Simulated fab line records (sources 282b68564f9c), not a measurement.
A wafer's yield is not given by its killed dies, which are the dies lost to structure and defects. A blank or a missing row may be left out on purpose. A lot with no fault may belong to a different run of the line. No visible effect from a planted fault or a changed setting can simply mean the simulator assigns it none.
Which tool is to blame?	flow rit-cmos	14 lots, 42 wafers sampled, at 4 steps of a route of 202

## WHAT EACH GAUGE READ, for each wafer
RIT_FOX2_THK_MEAS_01. Usual: FOX2_OXIDE_THK typically reads 350 nm, with standard deviation 6.3.
lot	measured	on	FOX2_OXIDE_THK (nm)	flag
L625	day 1 19:53	film-metro-03	362 354 359	
L626	day 2 01:04	film-metro-02	356 350 349	
L627	day 2 05:08	film-metro-02	345 347 346	
L628	day 2 09:20	film-metro-04	357 355 361	
L629	day 2 15:27	film-metro-02	346 348 345	
L630	day 2 19:35	film-metro-02	345 343 344	
L631	day 3 01:30	film-metro-02	354 349 353	
L632	day 3 08:31	film-metro-02	341 338 340	
L633	day 3 13:07	film-metro-02	351 349 351	
L634	day 3 15:56	film-metro-02	359 349 360	
L636	day 4 01:37	film-metro-02	348 343 348	
L640	day 4 22:52	film-metro-03	327 324 327	OFF
L641	day 5 05:11	film-metro-02	325 328 325	OFF
L648	day 6 17:55	film-metro-02	348 346 346	

RIT_FOX2_THK_MEAS_90. Usual: FIELD_OXIDE_LEFT_1_THK typically reads 322 nm, with standard deviation 6.4.
lot	measured	on	FIELD_OXIDE_LEFT_1_THK (nm)	flag
L625	day 1 20:46	film-metro-03	335 327 332	
L626	day 2 01:56	film-metro-04	328 322 321	
L627	day 2 06:01	film-metro-04	317 318 318	
L628	day 2 10:13	film-metro-04	330 328 334	
L629	day 2 16:20	film-metro-04	319 320 317	
L630	day 2 20:28	film-metro-03	318 316 317	
L631	day 3 02:27	film-metro-02	327 323 326	
L632	day 3 10:10	film-metro-02	313 310 313	
L633	day 3 14:46	film-metro-04	325 322 324	
L634	day 3 16:49	film-metro-02	332 322 332	
L636	day 4 02:30	film-metro-04	321 316 320	
L640	day 4 23:49	film-metro-02	300 297 300	OFF
L641	day 5 06:04	film-metro-04	298 300 298	OFF
L648	day 6 18:47	film-metro-04	321 319 319	

RIT_FOX2_THK_MEAS_91. Usual: FIELD_OXIDE_LEFT_2_THK typically reads 254 nm, with standard deviation 6.3.
lot	measured	on	FIELD_OXIDE_LEFT_2_THK (nm)	flag
L625	day 2 11:08	film-metro-02	267 260 264	
L626	day 2 14:16	film-metro-02	260 255 254	
L627	day 2 19:58	film-metro-02	250 251 250	
L628	day 2 23:35	film-metro-03	261 259 264	
L629	day 3 04:58	film-metro-04	250 252 249	
L630	day 3 10:17	film-metro-04	251 249 250	
L631	day 3 14:59	film-metro-03	260 255 258	
L632	day 3 23:03	film-metro-04	245 242 245	
L633	day 4 03:37	film-metro-03	257 254 257	
L634	day 4 05:13	film-metro-02	263 254 265	
L636	day 4 16:02	film-metro-02	252 248 252	
L640	day 5 12:51	film-metro-02	232 228 231	OFF
L641	day 5 19:30	film-metro-04	230 232 230	OFF
L648	day 7 10:25	film-metro-04	254 252 251	

## WHAT TOOL EACH LOT RAN ON (gives the tool, then ch and the chambers of the sampled wafers, and finally the start)
lot	RIT_FOX2_OXIDATION_00
L625	furnace-03 ch 0, day 1 18:33
L626	furnace-03 ch 0, day 1 23:45
L627	furnace-02 ch 0, day 2 03:49
L628	furnace-03 ch 0, day 2 08:01
L629	furnace-02 ch 0, day 2 14:08
L630	furnace-02 ch 0, day 2 18:16
L631	furnace-04 ch 0, day 3 00:11
L632	furnace-02 ch 0, day 3 07:12
L633	furnace-04 ch 0, day 3 11:48
L634	furnace-04 ch 0, day 3 14:37
L636	furnace-02 ch 0, day 4 00:18
L640	furnace-02 ch 0, day 4 21:33
L641	furnace-02 ch 0, day 5 03:52
L648	furnace-03 ch 0, day 6 16:36
- RIT_FOX2_OXIDATION_00: target thk 350.7 nm, ox time 1130 s.

## WHAT THE TOOLS THEMSELVES READ (means of the sampled wafers that have a number; where no wafer has one, the mark that the record gives instead)
RIT_FOX2_OXIDATION_00. Usual: zone-power-centre-pct 61.2 %, standard deviation 2.7; zone-power-source-pct 42.4 %, standard deviation 2.2.
lot	tool	zone-power-centre-pct (%)	zone-power-source-pct (%)	flag
L625	furnace-03	57.2	46.0	
L626	furnace-03	57.7	46.2	
L627	furnace-02	61.0	41.4	
L628	furnace-03	57.7	46.4	
L629	furnace-02	61.9	41.4	
L630	furnace-02	61.9	42.0	
L631	furnace-04	65.9	40.3	
L632	furnace-02	62.0	41.2	
L633	furnace-04	66.4	40.2	
L634	furnace-04	66.2	40.0	
L636	furnace-02	61.3	41.4	
L640	furnace-02	61.4	41.5	
L641	furnace-02	61.5	41.2	
L648	furnace-03	57.7	45.9	

## THE ANSWER, worked out from the rows above alone
Rule: a lot is off if the mean of its wafers that have a number lies more than 3 standard deviations from the usual mean. A lot without any number at a reading at which 4 lots or more have one is off too. All remaining lots with rows at the step are treated as sound. The gauges are gone through in route order, then the tools' own readings, and for those a lot's mean is taken as printed above. At the first step where some lot is off, the reading lying furthest off is the one used; lots without a number count as furthest.
Off: L640, L641, at RIT_FOX2_THK_MEAS_01 (FOX2_OXIDE_THK).
If a tool, at a process step before that reading, ran all the lots that are off and no sound lot after the first of them, it fits. Those tools and the gauges at RIT_FOX2_THK_MEAS_01 are tried in the same way. One fits: RIT_FOX2_OXIDATION_00 on furnace-02. A fault onset in the window from L636 (day 4 00:18, its last sound lot) to L640 (day 4 21:33, its first lot off) fits.

## WHAT THE SIMULATOR HAD INSERTED
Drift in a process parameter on furnace-02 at RIT_FOX2_OXIDATION_00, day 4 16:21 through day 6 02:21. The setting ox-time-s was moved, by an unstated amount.
Shown lots that were struck: L640, L641. The same result came from the rule above.
